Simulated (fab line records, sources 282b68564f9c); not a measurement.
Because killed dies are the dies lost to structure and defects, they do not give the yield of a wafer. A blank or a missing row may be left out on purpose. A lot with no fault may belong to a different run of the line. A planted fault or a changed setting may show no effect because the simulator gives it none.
fab line records + flow rit_cmos
record:
- lots: 14
- wafers: 42
- last_day: 7
route steps=202 shown GATE@76 M1@202
lots untouched by any fault: they come from a run of this same line in which no faults occurred
start_h: start of the lot's first displayed wafer, in hours after the record's first day + wait_h: how many hours have passed since the lot's step before this one + " repeats the value in the row above + L1.1+2: one row covering several wafers at once + - no value, or no start was given + * or withheld: withheld + < > ~ a bound
route shown NAME@n: a module of which the file shows steps, and the number in the route of the first + usual: mean and standard deviation over wafers with no fault + same: alike in all rows + chamber/n: place in a boat + sites: per-site readings + _std_site: their standard deviation + _edge_site: outer sites' mean less inner sites' + radius_mm: for every site, how far away it sits from the centre of the wafer + mask NAME#n: copy n + behind: the tool/chamber that last shaped the wafer + hold: the reason the lot was held/the length of the hold in hours/how it ended + device: transistor that didn't switch, given as n, p or np + end of line: the route-end tests of the same wafers + for a step that has no rows: nothing shown but its recipe + killed: not the wafer's yield, but the dies lost to structure and defects at the first sort + map: the dies of a wafer, with x for killed, . for not killed, _ for no die there
set.NAME: setting as actually run; set.NAME@STEP: the setting as run at that earlier step + model.NAME: the simulator's own value behind a step, which no gauge read
one table for each step of the route and one row for each wafer, over a sample of lots
== steps ==
step: RIT_GATE_CLEAN_01
recipe:
- chemistry: SC1
- mix: 3:3:50
- time_s: 600
- temp_c: 75
usual:
- bath_guard_temp_C: 74.9/0.46
- bath_heat_duty_pct: 15.7/1.1
| lot.wafer | tool         | chamber | start_h | wait_h | bath_guard_temp_C | bath_heat_duty_pct |
|-----------|--------------|---------|---------|--------|-------------------|--------------------|
| L898.2    | wet_bench-04 | 1       | 41.89   | 0.0    | 74.4              | 15.9               |
| L898.4    | "            | 1       | "       | "      | 74.4              | 16.3               |
| L898.6    | "            | 1       | "       | "      | 74.5              | 17.2               |
| L899.1    | wet_bench-01 | 3       | 46.11   | 0.0    | 74.8              | 17.1               |
| L899.3    | "            | 3       | "       | "      | 74.4              | 16.9               |
| L899.6    | "            | 3       | "       | "      | 74.7              | 17.3               |
| L901.1    | wet_bench-04 | 0       | 53.25   | 0.0    | 75.0              | 16.0               |
| L901.5    | "            | 0       | "       | "      | 74.8              | 15.7               |
| L901.6    | "            | 0       | "       | "      | 74.9              | 14.8               |
| L903.2    | wet_bench-03 | 2       | 61.45   | 0.0    | 73.8              | 15.9               |
| L903.4    | "            | 2       | "       | "      | 74.4              | 15.5               |
| L903.6    | "            | 2       | "       | "      | 74.1              | 16.8               |
| L907.1    | wet_bench-03 | 0       | 86.21   | 0.0    | 75.5              | 16.5               |
| L907.3    | "            | 0       | "       | "      | 75.4              | 15.4               |
| L907.6    | "            | 0       | "       | "      | 75.5              | 17.5               |
| L909.2    | wet_bench-04 | 2       | 93.42   | 0.0    | -                 | -                  |
| L909.3    | "            | 2       | "       | "      | -                 | -                  |
| L909.4    | "            | 2       | "       | "      | -                 | -                  |
| L910.2    | wet_bench-04 | 3       | 98.68   | 0.0    | -                 | -                  |
| L910.5    | "            | 3       | "       | "      | -                 | -                  |
| L910.6    | "            | 3       | "       | "      | -                 | -                  |
| L912.1    | wet_bench-01 | 2       | 109.84  | 0.0    | 74.7              | 13.6               |
| L912.3    | "            | 2       | "       | "      | 74.9              | 16.0               |
| L912.4    | "            | 2       | "       | "      | 75.1              | 15.8               |
| L913.2    | wet_bench-04 | 2       | 113.85  | 0.0    | 74.4              | 17.8               |
| L913.4    | "            | 2       | "       | "      | 74.8              | 17.4               |
| L913.6    | "            | 2       | "       | "      | 74.4              | 17.8               |
| L914.3    | wet_bench-03 | 0       | 120.47  | 0.0    | 75.3              | 17.6               |
| L914.4    | "            | 0       | "       | "      | 75.2              | 17.3               |
| L914.5    | "            | 0       | "       | "      | 75.6              | 16.7               |
| L916.1    | wet_bench-04 | 3       | 128.10  | 0.0    | 75.0              | 15.0               |
| L916.2    | "            | 3       | "       | "      | 74.7              | 14.3               |
| L916.3    | "            | 3       | "       | "      | 75.2              | 14.1               |
| L917.1    | wet_bench-03 | 1       | 134.40  | 0.0    | 75.6              | 14.9               |
| L917.2    | "            | 1       | "       | "      | 75.3              | 16.5               |
| L917.6    | "            | 1       | "       | "      | 75.5              | 17.1               |
| L918.1    | wet_bench-01 | 1       | 140.48  | 0.0    | 74.6              | 14.3               |
| L918.3    | "            | 1       | "       | "      | 74.1              | 15.0               |
| L918.5    | "            | 1       | "       | "      | 74.3              | 14.4               |
| L919.1    | wet_bench-01 | 1       | 146.25  | 0.0    | 74.4              | 14.8               |
| L919.2    | "            | 1       | "       | "      | 73.9              | 15.6               |
| L919.4    | "            | 1       | "       | "      | 74.5              | 15.6               |
step: RIT_M1_PROBE_99
usual:
- killed_at_contacts: 0.1/0.32
- killed_at_front_end: 6/3.1
- killed_dies: 7/3.2
- killed_open: 3.1/1.9
- killed_short: 3.5/2.2
same:
- gross_dies: 264
- killed_at_M0_to_M3: 0
- killed_at_M4_up: 0
- killed_at_back_side: 0
- killed_at_other: 0
| lot.wafer | tool      | chamber | start_h | wait_h | killed_at_contacts | killed_at_front_end | killed_dies | killed_open | killed_short |
|-----------|-----------|---------|---------|--------|--------------------|---------------------|-------------|-------------|--------------|
| L898.2    | prober-02 | -       | 69.30   | 0.1    | 0                  | 6                   | 6           | 3           | 3            |
| L898.4    | prober-02 | -       | 69.40   | 0.2    | 0                  | 7                   | 7           | 3           | 4            |
| L898.6    | prober-02 | -       | 69.50   | 0.2    | 0                  | 8                   | 8           | 4           | 4            |
| L899.1    | prober-01 | -       | 74.09   | 0.1    | 0                  | 7                   | 7           | 2           | 5            |
| L899.3    | prober-01 | -       | 74.19   | 0.2    | 0                  | 0                   | 0           | 0           | 0            |
| L899.6    | prober-01 | -       | 74.34   | 0.2    | 0                  | 2                   | 2           | 1           | 1            |
| L901.1    | prober-02 | -       | 89.63   | 0.1    | 0                  | 2                   | 2           | 2           | 0            |
| L901.5    | prober-02 | -       | 89.83   | 0.2    | 1                  | 10                  | 11          | 4           | 7            |
| L901.6    | prober-02 | -       | 89.88   | 0.2    | 0                  | 4                   | 4           | 1           | 3            |
| L903.2    | prober-02 | -       | 96.11   | 0.1    | 0                  | 4                   | 4           | 3           | 1            |
| L903.4    | prober-02 | -       | 96.21   | 0.2    | 0                  | 8                   | 8           | 5           | 3            |
| L903.6    | prober-02 | -       | 96.31   | 0.2    | 0                  | 2                   | 2           | 1           | 1            |
| L907.1    | prober-01 | -       | 115.24  | 0.1    | 0                  | 8                   | 8           | 5           | 3            |
| L907.3    | prober-01 | -       | 115.34  | 0.2    | 0                  | 8                   | 8           | 4           | 4            |
| L907.6    | prober-01 | -       | 115.49  | 0.2    | 0                  | 3                   | 3           | 2           | 1            |
| L909.2    | prober-02 | -       | 122.07  | 0.1    | 0                  | 6                   | 6           | 4           | 2            |
| L909.3    | prober-02 | -       | 122.12  | 0.2    | 0                  | 11                  | 11          | 7           | 4            |
| L909.4    | prober-02 | -       | 122.17  | 0.2    | 0                  | 10                  | 10          | 2           | 8            |
| L910.2    | prober-01 | -       | 128.05  | 0.1    | 0                  | 8                   | 8           | 6           | 2            |
| L910.5    | prober-01 | -       | 128.20  | 0.2    | 0                  | 7                   | 7           | 1           | 6            |
| L910.6    | prober-01 | -       | 128.25  | 0.2    | 0                  | 3                   | 3           | 3           | 0            |
| L912.1    | prober-01 | -       | 136.64  | 0.1    | 0                  | 8                   | 8           | 5           | 3            |
| L912.3    | prober-01 | -       | 136.74  | 0.2    | 0                  | 4                   | 4           | 3           | 1            |
| L912.4    | prober-01 | -       | 136.79  | 0.2    | 0                  | 6                   | 6           | 5           | 1            |
| L913.2    | prober-02 | -       | 142.30  | 0.1    | 0                  | 9                   | 9           | 4           | 5            |
| L913.4    | prober-02 | -       | 142.40  | 0.2    | 0                  | 4                   | 4           | 3           | 1            |
| L913.6    | prober-02 | -       | 142.50  | 0.2    | 1                  | 4                   | 5           | 1           | 4            |
| L914.3    | prober-01 | -       | 148.64  | 0.2    | 0                  | 11                  | 11          | 5           | 6            |
| L914.4    | prober-01 | -       | 148.69  | 0.2    | 0                  | 5                   | 5           | 1           | 4            |
| L914.5    | prober-01 | -       | 148.74  | 0.2    | 0                  | 9                   | 9           | 2           | 7            |
| L916.1    | prober-01 | -       | 161.76  | 0.1    | 0                  | 3                   | 3           | 2           | 1            |
| L916.2    | prober-01 | -       | 161.81  | 0.1    | 0                  | 3                   | 3           | 3           | 0            |
| L916.3    | prober-01 | -       | 161.86  | 0.2    | 0                  | 8                   | 8           | 4           | 4            |
| L917.1    | prober-02 | -       | 164.82  | 0.1    | 0                  | 9                   | 9           | 5           | 4            |
| L917.2    | prober-02 | -       | 164.87  | 0.1    | 1                  | 10                  | 11          | 6           | 5            |
| L917.6    | prober-02 | -       | 165.07  | 0.2    | 0                  | 10                  | 10          | 3           | 7            |
| L918.1    | prober-02 | -       | 174.28  | 0.1    | 0                  | 8                   | 8           | 3           | 5            |
| L918.3    | prober-02 | -       | 174.38  | 0.2    | 0                  | 9                   | 9           | 4           | 5            |
| L918.5    | prober-02 | -       | 174.48  | 0.2    | 0                  | 6                   | 6           | 2           | 4            |
| L919.1    | prober-01 | -       | 178.33  | 0.1    | 0                  | 7                   | 7           | 2           | 5            |
| L919.2    | prober-01 | -       | 178.38  | 0.1    | 0                  | 10                  | 10          | 5           | 5            |
| L919.4    | prober-01 | -       | 178.48  | 0.2    | 0                  | 3                   | 3           | 1           | 2            |
killed by level:class
L898.2 GATE:geometric_particle:short=2 GATE:geometric_particle:open=1 REOX:geometric_particle:open=1 REOX:geometric_particle:short=1 SILICIDE:geometric_particle:open=1
L898.4 GATE:geometric_particle:short=2 FOX1:geometric_particle:open=1 GATE:geometric_particle:open=1 REOX:geometric_particle:short=1 SPACER:geometric_particle:short=1 SPACER:geometric_particle:open=1
L898.6 FOX1:geometric_particle:open=2 SPACER:geometric_particle:short=2 FOX1:geometric_particle:short=1 FOX2:geometric_particle:open=1 GATE:geometric_particle:open=1 REOX:geometric_particle:short=1
L899.1 GATE:geometric_particle:short=3 REOX:geometric_particle:short=2 FOX1:geometric_particle:open=1 GATE:geometric_particle:open=1
L899.6 REOX:geometric_particle:open=1 SILICIDE:geometric_particle:short=1
L901.1 FOX2:geometric_particle:open=1 GATE:geometric_particle:open=1
L901.5 FOX1:geometric_particle:open=2 FOX1:geometric_particle:short=2 SPACER:geometric_particle:short=2 FOX2:geometric_particle:open=1 GATE:geometric_particle:short=1 SPACER:geometric_particle:open=1 SILICIDE:geometric_particle:short=1 CONTACT:geometric_particle:short=1
L901.6 GATE:geometric_particle:short=2 SPACER:geometric_particle:open=1 SILICIDE:geometric_particle:short=1
L903.2 FOX1:geometric_particle:open=2 GATE:geometric_particle:open=1 SPACER:geometric_particle:short=1
L903.4 FOX1:geometric_particle:open=2 GATE:geometric_particle:open=2 FOX1:geometric_particle:short=1 GATE:geometric_particle:short=1 REOX:geometric_particle:open=1 SILICIDE:geometric_particle:short=1
L903.6 GATE:geometric_particle:short=1 SPACER:geometric_particle:open=1
L907.1 GATE:geometric_particle:short=3 FOX2:geometric_particle:open=2 GATE:geometric_particle:open=2 FOX1:geometric_particle:open=1
L907.3 FOX1:geometric_particle:open=2 GATE:geometric_particle:short=2 FOX1:geometric_particle:short=1 FOX2:geometric_particle:short=1 REOX:geometric_particle:open=1 SPACER:geometric_particle:open=1
L907.6 GATE:geometric_particle:open=1 REOX:geometric_particle:open=1 SPACER:geometric_particle:short=1
L909.2 GATE:geometric_particle:open=2 REOX:geometric_particle:open=2 FOX1:geometric_particle:short=1 GATE:geometric_particle:short=1
L909.3 GATE:geometric_particle:open=4 GATE:geometric_particle:short=3 FOX1:geometric_particle:short=1 FOX1:geometric_particle:open=1 REOX:geometric_particle:open=1 SILICIDE:geometric_particle:open=1
L909.4 GATE:geometric_particle:short=3 REOX:geometric_particle:short=3 FOX2:geometric_particle:short=2 GATE:geometric_particle:open=1 REOX:geometric_particle:open=1
L910.2 GATE:geometric_particle:open=3 REOX:geometric_particle:short=2 FOX1:geometric_particle:open=1 FOX2:geometric_particle:open=1 REOX:geometric_particle:open=1
L910.5 FOX1:geometric_particle:short=2 SPACER:geometric_particle:short=2 GATE:geometric_particle:short=1 GATE:geometric_particle:open=1 REOX:geometric_particle:short=1
L910.6 GATE:geometric_particle:open=1 REOX:geometric_particle:open=1 SILICIDE:geometric_particle:open=1
L912.1 GATE:geometric_particle:open=3 FOX1:geometric_particle:open=1 GATE:geometric_particle:short=1 SPACER:geometric_particle:short=1 SILICIDE:geometric_particle:open=1 SILICIDE:geometric_particle:short=1
L912.3 GATE:geometric_particle:open=2 REOX:geometric_particle:short=1 REOX:geometric_particle:open=1
L912.4 GATE:geometric_particle:open=4 FOX2:geometric_particle:open=1 GATE:geometric_particle:short=1
L913.2 GATE:geometric_particle:short=4 SILICIDE:geometric_particle:open=2 FOX1:geometric_particle:open=1 SPACER:geometric_particle:open=1 SILICIDE:geometric_particle:short=1
L913.4 FOX1:geometric_particle:short=1 FOX2:geometric_particle:open=1 GATE:geometric_particle:open=1 SILICIDE:geometric_particle:open=1
L913.6 FOX2:geometric_particle:short=2 GATE:geometric_particle:open=1 CONTACT:geometric_particle:short=1 STARTING-WAFER:geometric_particle:short=1
L914.3 GATE:geometric_particle:open=3 GATE:geometric_particle:short=3 FOX1:geometric_particle:short=1 FOX2:geometric_particle:open=1 FOX2:geometric_particle:short=1 SPACER:geometric_particle:open=1 SILICIDE:geometric_particle:short=1
L914.4 GATE:geometric_particle:short=2 FOX1:geometric_particle:short=1 FOX2:geometric_particle:open=1 SILICIDE:geometric_particle:short=1
L914.5 GATE:geometric_particle:short=4 SILICIDE:geometric_particle:short=2 FOX2:geometric_particle:short=1 GATE:geometric_particle:open=1 SILICIDE:geometric_particle:open=1
L916.1 ACTIVE:geometric_particle:short=1 FOX2:geometric_particle:open=1 GATE:geometric_particle:open=1
L916.2 GATE:geometric_particle:open=1 REOX:geometric_particle:open=1 SPACER:geometric_particle:open=1
L916.3 GATE:geometric_particle:open=2 FOX1:geometric_particle:short=1 FOX1:geometric_particle:open=1 FOX2:geometric_particle:short=1 GATE:geometric_particle:short=1 SPACER:geometric_particle:open=1 SILICIDE:geometric_particle:short=1
L917.1 GATE:geometric_particle:short=2 GATE:geometric_particle:open=2 SPACER:geometric_particle:open=2 FOX1:geometric_particle:short=1 FOX1:geometric_particle:open=1 SILICIDE:geometric_particle:short=1
L917.2 GATE:geometric_particle:open=3 SPACER:geometric_particle:short=2 SILICIDE:geometric_particle:short=2 FOX1:geometric_particle:open=1 GATE:geometric_particle:short=1 SILICIDE:geometric_particle:open=1 CONTACT:geometric_particle:open=1
L917.6 GATE:geometric_particle:short=4 GATE:geometric_particle:open=1 REOX:geometric_particle:short=1 REOX:geometric_particle:open=1 SPACER:geometric_particle:short=1 SPACER:geometric_particle:open=1 SILICIDE:geometric_particle:short=1
L918.1 GATE:geometric_particle:short=5 GATE:geometric_particle:open=3
L918.3 GATE:geometric_particle:open=4 GATE:geometric_particle:short=3 REOX:geometric_particle:short=2
L918.5 GATE:geometric_particle:short=3 FOX2:geometric_particle:short=1 GATE:geometric_particle:open=1 SPACER:geometric_particle:open=1
L919.1 SILICIDE:geometric_particle:short=3 REOX:geometric_particle:short=2 GATE:geometric_particle:open=1 SILICIDE:geometric_particle:open=1
L919.2 GATE:geometric_particle:short=5 GATE:geometric_particle:open=3 REOX:geometric_particle:open=1 SPACER:geometric_particle:open=1
L919.4 GATE:geometric_particle:short=2 SPACER:geometric_particle:open=1
== key ==
first_sign:
- step: RIT_GATE_CLEAN_01
- reading: tool_record
- direction: missing
effect none on later readings
met_at RIT_GATE_CLEAN_01
struck_lots L909,L910
tester_left_out L909,L910
onset_between 53.25 93.42
fault:
- kind: skipped_step_whole
- tool: wet_bench-04
- chamber: -
- onset_h: 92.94
- steps: RIT_GATE_CLEAN_01
- scope: struck_lots_only
tester_left_out: of these lots the tester's yield and bins aren't shown, on N5 and GAA mostly nor the transistor test; their killed dies are dies lost to structure and defects alone, not to doping, threshold or leakage, so they don't give the yield
